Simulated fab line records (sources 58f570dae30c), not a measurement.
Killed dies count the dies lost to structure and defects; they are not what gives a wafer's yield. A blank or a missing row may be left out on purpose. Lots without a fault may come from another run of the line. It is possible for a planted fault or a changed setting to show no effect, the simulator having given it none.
Which tool did it? || flow berkeley-cmos170 || 14 lots, 42 wafers sampled, at 5 steps of a route of 331

== WHAT THE GAUGES SHOWED, per wafer ==
UCB170_PLDD_CD_MEAS_06: target cd 1200 nm. Usual: cd-nm 1199.4 nm, standard deviation 1.2.
{"lot": "L955", "measured": "day 6 01:31", "on": "cd-sem-01", "cd-nm (nm)": "1201.0 1200.3 1201.0", "flag": ""}
{"lot": "L954", "measured": "day 6 06:40", "on": "cd-sem-01", "cd-nm (nm)": "1200.6 1199.8 1199.4", "flag": ""}
{"lot": "L957", "measured": "day 6 13:20", "on": "cd-sem-02", "cd-nm (nm)": "1199.8 1200.1 1199.2", "flag": ""}
{"lot": "L956", "measured": "day 6 13:35", "on": "cd-sem-02", "cd-nm (nm)": "1199.9 1200.2 1200.1", "flag": ""}
{"lot": "L962", "measured": "day 7 07:18", "on": "cd-sem-02", "cd-nm (nm)": "1200.2 1198.2 1198.8", "flag": ""}
{"lot": "L963", "measured": "day 7 07:35", "on": "cd-sem-01", "cd-nm (nm)": "1200.0 1200.2 1199.4", "flag": ""}
{"lot": "L959", "measured": "day 7 07:52", "on": "cd-sem-02", "cd-nm (nm)": "1196.6 1197.6 1196.9", "flag": ""}
{"lot": "L961", "measured": "day 7 08:21", "on": "cd-sem-01", "cd-nm (nm)": "1200.4 1198.6 1200.2", "flag": ""}
{"lot": "L958", "measured": "day 7 08:29", "on": "cd-sem-02", "cd-nm (nm)": "1199.4 1198.7 1198.2", "flag": ""}
{"lot": "L960", "measured": "day 7 08:49", "on": "cd-sem-01", "cd-nm (nm)": "1201.7 1202.4 1200.3", "flag": ""}
{"lot": "L964", "measured": "day 7 21:56", "on": "cd-sem-02", "cd-nm (nm)": "1200.3 1200.9 1199.6", "flag": ""}
{"lot": "L974", "measured": "day 9 19:10", "on": "cd-sem-02", "cd-nm (nm)": "1198.8 1198.4 1198.8", "flag": ""}
{"lot": "L975", "measured": "day 10 09:33", "on": "cd-sem-02", "cd-nm (nm)": "1199.4 1197.6 1196.8", "flag": ""}
{"lot": "L977", "measured": "day 10 14:19", "on": "cd-sem-01", "cd-nm (nm)": "1199.8 1200.3 1199.1", "flag": ""}

UCB170_SPACER_THK_MEAS_01. Usual: SPACER_TEOS_THK typically reads 376 nm, with standard deviation 6.1.
{"lot": "L955", "measured": "day 6 04:43", "on": "film-metro-03", "SPACER_TEOS_THK (nm)": "370 373 379", "flag": ""}
{"lot": "L954", "measured": "day 6 10:34", "on": "film-metro-01", "SPACER_TEOS_THK (nm)": "379 390 384", "flag": ""}
{"lot": "L957", "measured": "day 6 18:18", "on": "film-metro-03", "SPACER_TEOS_THK (nm)": "366 378 374", "flag": ""}
{"lot": "L956", "measured": "day 6 18:17", "on": "film-metro-04", "SPACER_TEOS_THK (nm)": "365 383 368", "flag": ""}
{"lot": "L962", "measured": "day 7 12:40", "on": "film-metro-04", "SPACER_TEOS_THK (nm)": "367 377 374", "flag": ""}
{"lot": "L963", "measured": "day 7 12:56", "on": "film-metro-03", "SPACER_TEOS_THK (nm)": "374 369 379", "flag": ""}
{"lot": "L959", "measured": "day 7 12:02", "on": "film-metro-03", "SPACER_TEOS_THK (nm)": "383 369 379", "flag": ""}
{"lot": "L961", "measured": "day 7 12:58", "on": "film-metro-01", "SPACER_TEOS_THK (nm)": "379 387 382", "flag": ""}
{"lot": "L958", "measured": "day 7 13:29", "on": "film-metro-04", "SPACER_TEOS_THK (nm)": "365 379 380", "flag": ""}
{"lot": "L960", "measured": "day 7 13:41", "on": "film-metro-01", "SPACER_TEOS_THK (nm)": "378 383 374", "flag": ""}
{"lot": "L964", "measured": "day 8 01:16", "on": "film-metro-03", "SPACER_TEOS_THK (nm)": "373 379 380", "flag": ""}
{"lot": "L974", "measured": "day 9 21:37", "on": "film-metro-04", "SPACER_TEOS_THK (nm)": "378 236 373", "flag": "OFF"}
{"lot": "L975", "measured": "day 10 12:56", "on": "film-metro-04", "SPACER_TEOS_THK (nm)": "373 372 236", "flag": "OFF"}
{"lot": "L977", "measured": "day 10 16:53", "on": "film-metro-04", "SPACER_TEOS_THK (nm)": "377 382 373", "flag": ""}

UCB170_NSD_OVL_MEAS_07. Usual: NSD_OVL typically reads -3 nm, with standard deviation 6.8.
{"lot": "L955", "measured": "day 6 14:21", "on": "overlay-02", "NSD_OVL (nm)": "1 6 4", "flag": ""}
{"lot": "L954", "measured": "day 6 18:07", "on": "overlay-01", "NSD_OVL (nm)": "6 9 3", "flag": ""}
{"lot": "L957", "measured": "day 7 02:55", "on": "overlay-02", "NSD_OVL (nm)": "-10 -4 -9", "flag": ""}
{"lot": "L956", "measured": "day 7 02:49", "on": "overlay-01", "NSD_OVL (nm)": "2 0 -1", "flag": ""}
{"lot": "L962", "measured": "day 7 19:56", "on": "overlay-01", "NSD_OVL (nm)": "-14 -5 -9", "flag": ""}
{"lot": "L963", "measured": "day 7 20:27", "on": "overlay-01", "NSD_OVL (nm)": "-6 -6 0", "flag": ""}
{"lot": "L959", "measured": "day 7 20:43", "on": "overlay-02", "NSD_OVL (nm)": "-5 2 -11", "flag": ""}
{"lot": "L961", "measured": "day 7 21:13", "on": "overlay-02", "NSD_OVL (nm)": "-5 -5 -10", "flag": ""}
{"lot": "L958", "measured": "day 7 21:27", "on": "overlay-01", "NSD_OVL (nm)": "-1 4 2", "flag": ""}
{"lot": "L960", "measured": "day 7 21:44", "on": "overlay-02", "NSD_OVL (nm)": "0 8 -1", "flag": ""}
{"lot": "L964", "measured": "day 8 08:33", "on": "overlay-01", "NSD_OVL (nm)": "-10 -15 -9", "flag": ""}
{"lot": "L974", "measured": "day 10 03:41", "on": "overlay-02", "NSD_OVL (nm)": "-10 2 -3", "flag": ""}
{"lot": "L975", "measured": "day 10 20:54", "on": "overlay-02", "NSD_OVL (nm)": "-3 -12 -10", "flag": ""}
{"lot": "L977", "measured": "day 11 00:24", "on": "overlay-02", "NSD_OVL (nm)": "-18 -20 -8", "flag": ""}

== WHICH TOOL RAN EACH LOT (tool, then ch and the chambers of the sampled wafers, then the start) ==
{"lot": "L955", "UCB170_SPACER_CVD_00": "pecvd-02 ch 0,2, day 6 04:40", "UCB170_SPACER_ETCHBACK_03": "rie-diel-01 ch 0,1,3, day 6 07:07"}
{"lot": "L954", "UCB170_SPACER_CVD_00": "pecvd-04 ch 0,1, day 6 10:31", "UCB170_SPACER_ETCHBACK_03": "rie-diel-03 ch 0,1,3, day 6 12:07"}
{"lot": "L957", "UCB170_SPACER_CVD_00": "pecvd-01 ch 0,1,2, day 6 18:14", "UCB170_SPACER_ETCHBACK_03": "rie-diel-01 ch 2,3, day 6 22:50"}
{"lot": "L956", "UCB170_SPACER_CVD_00": "pecvd-04 ch 0,2, day 6 18:14", "UCB170_SPACER_ETCHBACK_03": "rie-diel-04 ch 2,3, day 6 22:50"}
{"lot": "L962", "UCB170_SPACER_CVD_00": "pecvd-02 ch 1,2, day 7 12:38", "UCB170_SPACER_ETCHBACK_03": "rie-diel-03 ch 0,2,3, day 7 15:41"}
{"lot": "L963", "UCB170_SPACER_CVD_00": "pecvd-01 ch 0,1,2, day 7 12:53", "UCB170_SPACER_ETCHBACK_03": "rie-diel-01 ch 0,1,3, day 7 15:41"}
{"lot": "L959", "UCB170_SPACER_CVD_00": "pecvd-04 ch 0,1,2, day 7 11:59", "UCB170_SPACER_ETCHBACK_03": "rie-diel-04 ch 0,1,2, day 7 15:41"}
{"lot": "L961", "UCB170_SPACER_CVD_00": "pecvd-04 ch 0,1, day 7 12:54", "UCB170_SPACER_ETCHBACK_03": "rie-diel-04 ch 1,2, day 7 15:45"}
{"lot": "L958", "UCB170_SPACER_CVD_00": "pecvd-02 ch 0,2, day 7 13:26", "UCB170_SPACER_ETCHBACK_03": "rie-diel-03 ch 0,3, day 7 15:45"}
{"lot": "L960", "UCB170_SPACER_CVD_00": "pecvd-01 ch 0,1,2, day 7 13:38", "UCB170_SPACER_ETCHBACK_03": "rie-diel-01 ch 0,1,3, day 7 15:45"}
{"lot": "L964", "UCB170_SPACER_CVD_00": "pecvd-02 ch 0,1, day 8 01:11", "UCB170_SPACER_ETCHBACK_03": "rie-diel-04 ch 0,1, day 8 04:08"}
{"lot": "L974", "UCB170_SPACER_CVD_00": "pecvd-02 ch 0,1,2, day 9 21:34", "UCB170_SPACER_ETCHBACK_03": "rie-diel-04 ch 0,1, day 10 00:43"}
{"lot": "L975", "UCB170_SPACER_CVD_00": "pecvd-02 ch 0,1,2, day 10 12:53", "UCB170_SPACER_ETCHBACK_03": "rie-diel-03 ch 1,2,3, day 10 16:38"}
{"lot": "L977", "UCB170_SPACER_CVD_00": "pecvd-04 ch 0,1,2, day 10 16:50", "UCB170_SPACER_ETCHBACK_03": "rie-diel-04 ch 0,1,2, day 10 20:59"}
- UCB170_SPACER_CVD_00: deposits SiO2 from TEOS/O2, target thk 376 nm, time 47 s.
- UCB170_SPACER_ETCHBACK_03: etches SiO2 in CHF3/CF4/Ar, stops on Si, target depth 376 nm, time 100 s.

== AS READ BY THE TOOLS THEMSELVES (means over the sampled wafers that have a number; for cases with no such wafer, the mark the record gives instead) ==
UCB170_SPACER_CVD_00. Usual: heater-power-w 271 W, standard deviation 58; pressure-mtorr 9000 mTorr, standard deviation 19.
{"lot": "L955", "tool": "pecvd-02", "heater-power-w (W)": 292, "pressure-mtorr (mTorr)": 8996, "flag": ""}
{"lot": "L954", "tool": "pecvd-04", "heater-power-w (W)": 271, "pressure-mtorr (mTorr)": 8978, "flag": ""}
{"lot": "L957", "tool": "pecvd-01", "heater-power-w (W)": 277, "pressure-mtorr (mTorr)": 8988, "flag": ""}
{"lot": "L956", "tool": "pecvd-04", "heater-power-w (W)": 231, "pressure-mtorr (mTorr)": 9034, "flag": ""}
{"lot": "L962", "tool": "pecvd-02", "heater-power-w (W)": 308, "pressure-mtorr (mTorr)": 8991, "flag": ""}
{"lot": "L963", "tool": "pecvd-01", "heater-power-w (W)": 291, "pressure-mtorr (mTorr)": 9004, "flag": ""}
{"lot": "L959", "tool": "pecvd-04", "heater-power-w (W)": 266, "pressure-mtorr (mTorr)": 9009, "flag": ""}
{"lot": "L961", "tool": "pecvd-04", "heater-power-w (W)": 271, "pressure-mtorr (mTorr)": 9009, "flag": ""}
{"lot": "L958", "tool": "pecvd-02", "heater-power-w (W)": 281, "pressure-mtorr (mTorr)": 9002, "flag": ""}
{"lot": "L960", "tool": "pecvd-01", "heater-power-w (W)": 308, "pressure-mtorr (mTorr)": 9015, "flag": ""}
{"lot": "L964", "tool": "pecvd-02", "heater-power-w (W)": 212, "pressure-mtorr (mTorr)": 9026, "flag": ""}
{"lot": "L974", "tool": "pecvd-02", "heater-power-w (W)": 263, "pressure-mtorr (mTorr)": 8992, "flag": ""}
{"lot": "L975", "tool": "pecvd-02", "heater-power-w (W)": 271, "pressure-mtorr (mTorr)": 8987, "flag": ""}
{"lot": "L977", "tool": "pecvd-04", "heater-power-w (W)": 256, "pressure-mtorr (mTorr)": 9006, "flag": ""}

UCB170_SPACER_ETCHBACK_03. Usual: drypump-motor-current-A 5.7 A, standard deviation 0.42; oes-product-au 0.905 a.u., standard deviation 0.021; throttle-valve-pct 6.51 %, standard deviation 0.12.
{"lot": "L955", "tool": "rie-diel-01", "drypump-motor-current-A (A)": 5.9, "oes-product-au (a.u.)": 0.904, "throttle-valve-pct (%)": 6.48, "flag": ""}
{"lot": "L954", "tool": "rie-diel-03", "drypump-motor-current-A (A)": 5.8, "oes-product-au (a.u.)": 0.920, "throttle-valve-pct (%)": 6.43, "flag": ""}
{"lot": "L957", "tool": "rie-diel-01", "drypump-motor-current-A (A)": 5.9, "oes-product-au (a.u.)": 0.905, "throttle-valve-pct (%)": 6.50, "flag": ""}
{"lot": "L956", "tool": "rie-diel-04", "drypump-motor-current-A (A)": 5.5, "oes-product-au (a.u.)": 0.896, "throttle-valve-pct (%)": 6.51, "flag": ""}
{"lot": "L962", "tool": "rie-diel-03", "drypump-motor-current-A (A)": 6.0, "oes-product-au (a.u.)": 0.894, "throttle-valve-pct (%)": 6.53, "flag": ""}
{"lot": "L963", "tool": "rie-diel-01", "drypump-motor-current-A (A)": 5.9, "oes-product-au (a.u.)": 0.904, "throttle-valve-pct (%)": 6.50, "flag": ""}
{"lot": "L959", "tool": "rie-diel-04", "drypump-motor-current-A (A)": 5.5, "oes-product-au (a.u.)": 0.913, "throttle-valve-pct (%)": 6.44, "flag": ""}
{"lot": "L961", "tool": "rie-diel-04", "drypump-motor-current-A (A)": 5.7, "oes-product-au (a.u.)": 0.928, "throttle-valve-pct (%)": 6.43, "flag": ""}
{"lot": "L958", "tool": "rie-diel-03", "drypump-motor-current-A (A)": 5.9, "oes-product-au (a.u.)": 0.896, "throttle-valve-pct (%)": 6.46, "flag": ""}
{"lot": "L960", "tool": "rie-diel-01", "drypump-motor-current-A (A)": 5.9, "oes-product-au (a.u.)": 0.912, "throttle-valve-pct (%)": 6.49, "flag": ""}
{"lot": "L964", "tool": "rie-diel-04", "drypump-motor-current-A (A)": 5.7, "oes-product-au (a.u.)": 0.916, "throttle-valve-pct (%)": 6.47, "flag": ""}
{"lot": "L974", "tool": "rie-diel-04", "drypump-motor-current-A (A)": 5.5, "oes-product-au (a.u.)": 0.824, "throttle-valve-pct (%)": 6.47, "flag": "OFF"}
{"lot": "L975", "tool": "rie-diel-03", "drypump-motor-current-A (A)": 5.4, "oes-product-au (a.u.)": 0.822, "throttle-valve-pct (%)": 6.53, "flag": "OFF"}
{"lot": "L977", "tool": "rie-diel-04", "drypump-motor-current-A (A)": 5.5, "oes-product-au (a.u.)": 0.901, "throttle-valve-pct (%)": 6.45, "flag": ""}

== THE ANSWER, worked out from the rows above alone ==
Rule: lot off if the mean of its wafers having a number is beyond 3 standard deviations from the usual mean. A lot without any number at a reading at which 4 lots or more have one is off too. Where the step has rows for the other lots, those lots are counted as sound. After the gauges, taken in route order, come the tools' own readings; for these a lot's mean is taken, as printed above. At the first step where some lot is off, the reading lying furthest off is the one used; lots without a number count as furthest.
Off: L974, L975, seen at UCB170_SPACER_THK_MEAS_01 (SPACER_TEOS_THK).
A tool fits if, at a process step before that reading, it ran every lot that is off, and no sound lot after the first of them. Not tried: the gauges at UCB170_SPACER_THK_MEAS_01; whatever is off there is also off at UCB170_SPACER_ETCHBACK_03, on other tools, and gauge error can't account for it. One candidate fits, namely pecvd-02 at UCB170_SPACER_CVD_00. Its last sound lot is L964 (day 8 01:11), its first lot that is off L974 (day 9 21:34): a fault that began between those two fits.

== WHAT THE SIMULATOR HAD PUT IN ==
pecvd-02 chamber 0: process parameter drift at UCB170_SPACER_CVD_00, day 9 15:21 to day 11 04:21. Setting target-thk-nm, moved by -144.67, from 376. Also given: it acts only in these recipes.
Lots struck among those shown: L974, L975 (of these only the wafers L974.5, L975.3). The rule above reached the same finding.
